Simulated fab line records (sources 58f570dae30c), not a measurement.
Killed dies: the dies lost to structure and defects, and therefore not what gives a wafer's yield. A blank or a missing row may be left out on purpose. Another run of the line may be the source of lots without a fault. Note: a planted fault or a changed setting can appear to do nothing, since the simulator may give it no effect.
Comparing a struck lot with a sound one / flow berkeley cmos170 / 14 steps out of a route of 331
Sound: wafers L674.3, L674.5, L674.6. Wafers struck: L681.2, L681.3, L681.4. The cause is named last.
Order at every step that has rows: each side's tool, ch and its chambers, its first start. Under that, the readings that differ: sound wafers / struck wafers / difference of the means / sigmas: that difference in standard deviations of wafers without a fault.
alike: same words and numbers on both sides, and readings whose means sit less than 2 such deviations apart. not compared: any withheld reading, any reading some wafer has no value for, any bound like >300 that may hide the same value, and any number with overlapping values for which the record gives no deviation.
The two part at a step that has a row with sigmas, a row that says differs or no value, or rows on one side only. Non-overlapping numbers with no deviation appear without sigmas and do not part them. Lack of a reading on every wafer of one side parts them only where that side has two or more wafers.

UCB170_M3_RS_MEAS_02: measurement is done with a four-point probe.
  sound on film metro-01 at day 7 22:43; struck on film metro-01 at day 9 09:16
  alike: M3_AL_RS
UCB170_M3_THK_MEAS_03: measures by xrf.
  sound on film metro-01 at day 7 22:49; struck on film metro-01 at day 9 09:22
  alike: M3_AL_THK
then, 3 steps without rows for these wafers: UCB170_M3_HMDS_04 (prime time 60 s); UCB170_M3_COAT_05 (resist thk 900 nm); UCB170_M3_SOFTBAKE_06 (time 60 s).
UCB170_M3_STRIP_07: strips in O2.
  sound on plasma asher-01 ch 0,1, day 7 23:20; struck on plasma asher-01 ch 0,1, day 9 09:52
  alike: drypump motor current A, oes product au, strip time to endpoint s
  not compared: rf hours counter h
then, 6 steps without rows for these wafers: UCB170_M3_STRIP_08 (strips KrF in DMSO, time 600 s); UCB170_M3_COAT_09; UCB170_M3_COAT_10 (resist thk 900 nm); UCB170_M3_SOFTBAKE_11 (time 60 s); UCB170_M3_EXPOSE_12 (exposes mask METAL3, target cd 700 nm); UCB170_M3_PEB_13.
UCB170_M3_DEVELOP_14: develop time 45.91 s.
  sound on litho track-02 ch 0, day 8 00:00; struck on litho track-04, day 9 11:00
  no value came back on the struck wafers for chill plate temp C (C), develop time s (s); on the sound wafers chill plate temp C (C) reads 23.15 23.20 23.23
reading=model.KrF_of_M3_COAT_10.thk nm (nm); sound=886.5 881.9 885.4; struck=897.1 900 896.7; difference=+13.3; sigmas=
UCB170_M3_CD_MEAS_15 targets a cd of 700 nm.
  sound on cd sem-01 at day 8 00:58; struck on cd sem-01 at day 9 11:31
reading=cd nm (nm); sound=699.1 698.6 699.0; struck=- - -; difference=no value on the struck wafers; sigmas=

WHERE THEY PART
Last at UCB170_M3_CD_MEAS_15 as far as this record goes, first at UCB170_M3_DEVELOP_14.

WHY: the cause the simulator had injected
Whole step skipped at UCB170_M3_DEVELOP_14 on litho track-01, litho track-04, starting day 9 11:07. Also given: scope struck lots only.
